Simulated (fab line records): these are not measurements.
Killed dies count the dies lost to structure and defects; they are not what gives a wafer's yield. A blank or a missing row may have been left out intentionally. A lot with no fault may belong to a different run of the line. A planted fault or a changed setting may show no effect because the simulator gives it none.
A struck lot beside a sound one :: flow rit-cmos :: 18 out of 202 route steps
Sound: these wafers, L553.2, L553.4, L553.5. Wafers L572.2, L572.5, L572.6 were the ones struck. The cause is given at the end.
Per side, at each step with rows, come the tool, then ch with its chambers, and then its first start. Under that, the readings that differ: sound wafers :: struck wafers :: difference of the means :: sigmas: that difference in standard deviations of wafers without a fault.
alike: words and numbers the same on both sides, and readings whose means are apart by under 2 such deviations; not compared: readings that were withheld, readings missing a value for some wafer, numbers with overlapping values and no deviation given by the record, and bounds like >300 which may hide the same value.
The two part at a step that has a row with sigmas, a row that says differs or no value, or rows on one side only. When numbers do not overlap yet have no deviation, they are printed without sigmas and do not part them. A reading that every wafer of one side lacks parts them only if that side has two wafers or more.

first, 2 steps without rows for these wafers: RIT_ACTIVE_CLEAN_17 (cleans in SC2, time 600 s); RIT_FOX1_OXIDATION_00 (target thk 350.7 nm, ox time 1130 s).
RIT_FOX1_THK_MEAS_01:
  struck on film-metro-02, day 6 02:43; sound on film-metro-03, day 2 03:45
  alike: FOX1_OXIDE_THK
then, 2 steps without rows for these wafers: RIT_FOX1_WET_ETCH_02 (etches SiO2 in BOE, target depth 350 nm, time 390 s); RIT_FOX2_OXIDATION_00 (target thk 350.7 nm, ox time 1169 s).
RIT_FOX2_THK_MEAS_01:
  struck on film-metro-01, day 6 04:13; sound on film-metro-03, day 2 05:14
  alike: FOX2_OXIDE_THK
then, 2 steps without rows for these wafers: RIT_FOX2_CLEAN_02 (cleans in dHF, time 180 s); RIT_FOX2_WET_ETCH_03 (etches Si3N4 in H3PO4, target depth 195 nm, time 2700 s).
RIT_FOX2_THK_MEAS_90:
  struck on film-metro-03, day 6 05:05; sound on film-metro-03, day 2 06:07
  alike: FIELD_OXIDE_LEFT_1_THK
then, 3 steps without rows for these wafers: RIT_NWELL_HMDS_00 (prime time 60 s); RIT_NWELL_COAT_01 (resist thk 1300 nm); RIT_NWELL_SOFTBAKE_02 (time 60 s).
RIT_NWELL_EXPOSE_03: exposes mask M2, target cd 43900 nm.
  sound on iline-stepper-02 ch 0, day 2 06:46; struck on iline-stepper-01 ch 0, day 6 05:44
reading: model.NWELL.overlay-x-nm (nm)
sound: 0.4511 0.4511 0.4511
struck: -180.3 -180.3 -180.3
difference: -180.8
sigmas: 
  alike: mask, focus-offset-nm
then, 2 steps without rows for these wafers: RIT_NWELL_PEB_04; RIT_NWELL_DEVELOP_05 (develop time 68 s).
RIT_NWELL_OVL_MEAS_06:
  struck on overlay-01, day 6 06:09; sound on overlay-02, day 2 07:11
reading: NWELL_OVL (nm)
sound: 2.9 2.3 3.1
struck: -179.0 -181.1 -180.3
difference: -182.9
sigmas: -99 or more
then, 1 step without rows for these wafers: RIT_NWELL_HARDBAKE_07 (time 120 s).
RIT_M1_PROBE_99:
  struck on prober-01, day 7 18:26; sound on prober-02, day 3 21:16
reading: model.etest.well-edge-right.line-ohm-um
sound: 178.3 176.8 179.7
struck: 186.8 187.3 187.7
difference: +9.0
sigmas: 

reading: model.etest.well-edge-left.line-ohm-um
sound: 178.8 178.3 180.7
struck: 171.1 166.6 170.3
difference: -9.9
sigmas: 
  alike: killed-at-front-end, killed-dies, killed-open, killed-short

== WHERE THEY PART ==
RIT_NWELL_OVL_MEAS_06 only, going by this record. Later steps at which nothing parts them and some readings are alike: RIT_M1_PROBE_99.

WHY: whatever the simulator had introduced
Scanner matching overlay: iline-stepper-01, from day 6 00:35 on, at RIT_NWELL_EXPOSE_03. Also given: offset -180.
